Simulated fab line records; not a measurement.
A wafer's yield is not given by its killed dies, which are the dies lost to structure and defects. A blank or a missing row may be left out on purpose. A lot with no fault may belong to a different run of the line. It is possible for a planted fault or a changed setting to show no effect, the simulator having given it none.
A lot that was struck, set against a sound lot / flow rit_cmos / 18 out of 202 route steps
Sound: these wafers, L101.1, L101.3, L101.4. Wafers struck: L111.1, L111.3, L111.6. The cause is named last.
Order at every step that has rows: each side's tool, ch and its chambers, its first start. Under that, the readings that differ: sound wafers / struck wafers / difference of the means / sigmas: that difference in standard deviations of wafers without a fault.
alike: same words and numbers on both sides, and readings whose means sit less than 2 such deviations apart. not compared: any withheld reading, any reading some wafer has no value for, any bound like >300 that may hide the same value, and any number with overlapping values for which the record gives no deviation.
The two part at a step that has a row with sigmas, a row that says differs or no value, or rows on one side only. Numbers that don't overlap but have no deviation are shown without sigmas and don't part them. A reading that every wafer of one side lacks parts them only if that side has two wafers or more.

RIT_M1_SPUTTER_00: material Al, target thk 400 nm, time 500 s.
  sound on pvd_sputter-03, day 5 22:22; struck on pvd_sputter-01, day 7 16:45
  alike: chamber_pressure_pa, throttle_valve_pct
RIT_M1_RS_MEAS_01: the measuring method here is four-point-probe.
  sound on film_metro-01, day 5 22:40; struck on film_metro-01, day 7 17:02
  alike: M1_AL_RS
RIT_M1_THK_MEAS_02: measures by xrf.
  sound on film_metro-01, day 5 22:47; struck on film_metro-01, day 7 17:10
  alike: M1_AL_THK
then, 6 steps without rows for these wafers: RIT_M1_HMDS_03 (prime time 60 s); RIT_M1_COAT_04 (resist thk 1300 nm); RIT_M1_SOFTBAKE_05 (time 60 s); RIT_M1_EXPOSE_06 (exposes mask M12, target cd 2600 nm); RIT_M1_PEB_07; RIT_M1_DEVELOP_08 (develop time 68 s).
RIT_M1_CD_MEAS_09: the cd target is 2600 nm.
  sound on cd_sem-02, day 5 23:51; struck on cd_sem-02, day 7 18:14
  alike: cd_nm
RIT_M1_OVL_MEAS_10:
  sound on overlay-02, day 5 23:58; struck on overlay-02, day 7 18:21
  alike: M1_OVL
then, 1 step without rows for these wafers: RIT_M1_HARDBAKE_11 (time 120 s).
RIT_M1_METAL_ETCH_12: etches Al in Cl2/BCl3, stops on SiO2, time 165 s, target depth 600 nm.
  sound on rie_metal-02 ch 1, day 6 00:15; struck on rie_metal-01 ch 0,1, day 7 18:38
reading=rf_fwd_power_W (W); sound=249.3 247.5 248.0; struck=219.2 218.8 218.9; difference=-29.3; sigmas=-40
reading=model.NOVOLAK_of_M1_COAT_04.thk_nm (nm); sound=809.2 810.4 809.4; struck=848.9 852.4 857.7; difference=+43.3; sigmas=
  alike: drypump_motor_current_A, he_backside_leak_sccm, oes_product_au, throttle_valve_pct
  not compared: rf_hours_counter_h
then, 1 step without rows for these wafers: RIT_M1_STRIP_13 (strips in nmp, time 600 s).
RIT_M1_STRIP_14: strips in O2, time 180 s.
  sound on plasma_asher-01 ch 0,1, day 6 00:46; struck on plasma_asher-01 ch 0,1, day 7 18:58
  alike: drypump_motor_current_A, rf_refl_power_W
  not compared: rf_hours_counter_h
RIT_M1_CD_MEAS_90: the cd target is 2600 nm.
  sound on cd_sem-01, day 6 00:57; struck on cd_sem-01, day 7 19:09
reading=cd_nm (nm); sound=2603.5 2599.3 2600.4; struck=2608.6 2606.2 2607.9; difference=+6.5; sigmas=+2
then, 1 step without rows for these wafers: RIT_M1_ANNEAL_15 (time 1800 s).
RIT_M1_PROBE_99:
  sound on prober-02, day 6 02:41; struck on prober-02, day 7 20:53
reading=model.etest.antenna_m1.vt_shift_v (V); sound=-0.0168 -0.009723 -0.01033; struck=-0.004479 -0.005619 -0.007159; difference=+0.006532; sigmas=
  alike: defect_limited_yield, killed_at_contacts, killed_at_front_end, killed_dies, killed_open, killed_short, sort_bin_3_pad_short, sort_bin_5_function, sort_bin_6_memory, sort_n_pass, sort_yield_pct

== WHERE THEY PART ==
Last at RIT_M1_CD_MEAS_90 as far as this record goes, first at RIT_M1_METAL_ETCH_12. Later steps at which nothing parts them and some readings are alike: RIT_M1_PROBE_99.

WHY: what the simulator had put in
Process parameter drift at RIT_M1_METAL_ETCH_12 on rie_metal-01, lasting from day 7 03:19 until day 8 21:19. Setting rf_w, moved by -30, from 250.
